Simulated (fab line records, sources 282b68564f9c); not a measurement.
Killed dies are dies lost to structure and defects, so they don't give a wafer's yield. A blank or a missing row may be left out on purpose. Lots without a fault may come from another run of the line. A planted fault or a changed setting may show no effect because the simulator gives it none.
Which tool did it? | flow rit_cmos | 7 lots, 21 wafers sampled, at 2 steps of a route of 202

WHAT THE GAUGES READ, wafer by wafer
RIT_M1_RS_MEAS_01: measures by four-point-probe.
lot  | measured    | on            | M1_AL_RS (ohm/sq)
L638 | day 3 16:26 | film_metro-04 | 0.0752 0.0743 0.0751
L641 | day 4 03:05 | film_metro-03 | 0.0736 0.0731 0.0733
L644 | day 4 23:13 | film_metro-03 | 0.0745 0.0740 0.0736
L650 | day 6 01:17 | film_metro-04 | 0.0724 0.0728 0.0654
L653 | day 6 13:19 | film_metro-04 | 0.0725 0.0732 0.0728
L658 | day 7 15:08 | film_metro-02 | 0.0732 0.0737 0.0736
L660 | day 8 00:17 | film_metro-03 | 0.0726 0.0727 0.0733

WHICH TOOL RAN EACH LOT (tool, then ch and the chambers of the sampled wafers, then the start)
lot  | RIT_M1_SPUTTER_00
L638 | pvd_sputter-03, day 3 16:07
L641 | pvd_sputter-04, day 4 02:44
L644 | pvd_sputter-03, day 4 22:54
L650 | pvd_sputter-04, day 6 00:58
L653 | pvd_sputter-03, day 6 13:01
L658 | pvd_sputter-01, day 7 14:47
L660 | pvd_sputter-01, day 7 23:58
- RIT_M1_SPUTTER_00: material Al, target thk 400 nm, time 500 s.

THE ANSWER, worked out from the rows above alone
Rule: what is usual is taken from the lots themselves. Put in order of their means at a reading, lots are off if they are a third of the lots or fewer, leave a main group of 4 or more, and stand apart from it by a gap of 3 or more times the standard deviation of the main group's means; of several such gaps the widest counts. A main group whose means are all the same, to the digits that the tables above print for the reading, isn't used. A lot without any number at a reading at which 4 lots or more have one is off too. The other lots that the step has rows for count as sound.
Off: L650, at RIT_M1_RS_MEAS_01 (M1_AL_RS). The main group: mean 0.0736 ohm/sq, standard deviation 0.00071.
A tool fits if, at a process step before that reading, it ran every lot that is off, and no sound lot after the first of them. The gauges at RIT_M1_RS_MEAS_01 are tried like those tools. One fits: pvd_sputter-04 at RIT_M1_SPUTTER_00. Its last sound lot is L641 (day 4 02:44), its first lot that is off L650 (day 6 00:58): a fault that began between those two fits.

WHAT THE SIMULATOR HAD PUT IN
Process parameter drift: pvd_sputter-04, from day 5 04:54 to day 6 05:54, at RIT_M1_SPUTTER_00. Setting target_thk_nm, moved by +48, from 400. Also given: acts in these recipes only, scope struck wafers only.
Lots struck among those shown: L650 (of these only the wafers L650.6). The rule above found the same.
